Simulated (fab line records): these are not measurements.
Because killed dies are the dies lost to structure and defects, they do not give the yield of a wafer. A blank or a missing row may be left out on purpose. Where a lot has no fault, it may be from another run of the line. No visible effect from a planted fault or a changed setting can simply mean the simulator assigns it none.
Commonality check across tools -- flow berkeley_cmos170 -- Sample size 14 lots and 42 wafers

THE REASON FOR OPENING IT
UCB170_SDANNEAL_RS_MEAS_04, reading PLDD_RS: flagged on 2 of 14 lots. Wafers without a fault read 1032.6 ohm/sq, standard deviation 2.4.
Rule: a lot is flagged when every wafer of it that has a number lies more than 4 standard deviations from that mean, or none has a number. All remaining lots are regarded as sound.

lot,measured,on,"PLDD_RS (ohm/sq), wafer by wafer",flag
L737,day 7 02:00,film_metro-01,1034.3 1034.3 1032.1,
L738,day 7 02:25,film_metro-03,1034.2 1035.4 1035.1,
L740,day 7 12:04,film_metro-01,1033.4 1033.1 1034.5,
L742,day 8 00:31,film_metro-03,1033.4 1032.2 1034.2,
L744,day 8 04:19,film_metro-03,1029.9 1031.7 1031.5,
L747,day 8 23:34,film_metro-03,1136.4 1135.9 1128.4,FLAGGED
L748,day 8 23:45,film_metro-02,1032.9 1033.0 1033.3,
L749,day 9 13:56,film_metro-03,1130.7 1133.2 1132.1,FLAGGED
L750,day 9 14:21,film_metro-01,1032.7 1034.0 1034.8,
L755,day 10 09:36,film_metro-01,1037.4 1033.4 1034.5,
L754,day 10 10:14,film_metro-02,1036.5 1036.1 1034.8,
L757,day 10 20:11,film_metro-02,1030.4 1033.1 1033.3,
L759,day 10 20:35,film_metro-03,1032.1 1034.0 1028.7,
L758,day 10 20:44,film_metro-02,1034.6 1038.5 1034.7,
Average over the flagged lots: 1132.8 ohm/sq; offset from the usual +100.2 ohm/sq, equal to +42 standard deviations.

WHICH TOOL RAN EACH LOT
The record keeps 1 process step preceding the reading, out of 331 steps on the route. Each cell gives the tool, then ch followed by the chambers the sampled wafers passed through, then the start.
lot,flag,UCB170_PLDD_IMPLANT_09
L737,,"implanter-02 ch 0, day 6 13:07"
L738,,"implanter-01 ch 0, day 6 12:51"
L740,,"implanter-04 ch 0, day 6 23:58"
L742,,"implanter-01 ch 0, day 7 13:11"
L744,,"implanter-01 ch 0, day 7 16:03"
L747,FLAGGED,"implanter-01 ch 0, day 8 11:47"
L748,,"implanter-04 ch 0, day 8 12:07"
L749,FLAGGED,"implanter-01 ch 0, day 9 01:37"
L750,,"implanter-04 ch 0, day 9 02:10"
L755,,"implanter-04 ch 0, day 9 23:50"
L754,,"implanter-02 ch 0, day 10 00:00"
L757,,"implanter-04 ch 0, day 10 08:35"
L759,,"implanter-02 ch 0, day 10 08:21"
L758,,"implanter-02 ch 0, day 10 09:09"
What the steps here do:
- UCB170_PLDD_IMPLANT_09
- UCB170_SDANNEAL_RS_MEAS_04: measures by four-point-probe.

FLAGGED AGAINST TOTAL, ONE TOOL AT A TIME (gauges that did the reading follow at the end)
step,tool,lots run,flagged,share of the flagged lots,sound lots run after its first flagged lot
UCB170_PLDD_IMPLANT_09,implanter-01,5,2,all,0
UCB170_PLDD_IMPLANT_09,implanter-02,4,0,none,-
UCB170_PLDD_IMPLANT_09,implanter-04,5,0,none,-
UCB170_SDANNEAL_RS_MEAS_04,film_metro-01,4,0,none,-
UCB170_SDANNEAL_RS_MEAS_04,film_metro-02,4,0,none,-
UCB170_SDANNEAL_RS_MEAS_04,film_metro-03,6,2,all,1 (L759)

THE TABLE: WHAT IT ALLOWS
implanter-01 at UCB170_PLDD_IMPLANT_09 and film_metro-03 at UCB170_SDANNEAL_RS_MEAS_04 are the 2 rows of the table that ran each flagged lot.
- implanter-01 at UCB170_PLDD_IMPLANT_09 ran 5 lots, 2 of them flagged. Last sound lot L744 at day 7 16:03, first flagged lot L747 at day 8 11:47; a fault beginning in between fits. Its own readings lie more than 4 standard deviations out on every wafer of the flagged lots: dose_ions_cm2, faraday_current_uA.
- film_metro-03 at UCB170_SDANNEAL_RS_MEAS_04 ran 6 lots, 2 of them flagged. After the first flagged lot (L759), sound lots still ran on it; a lasting fault on the whole tool would not permit that.
What remains is a single tool, implanter-01 at UCB170_PLDD_IMPLANT_09.

WHAT THE SIMULATOR HAD INSERTED
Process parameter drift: implanter-01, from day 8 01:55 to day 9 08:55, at UCB170_PLDD_IMPLANT_09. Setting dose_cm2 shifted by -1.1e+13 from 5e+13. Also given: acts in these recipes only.
Struck lots among those shown: L747, L749. The rule above reached the same finding.
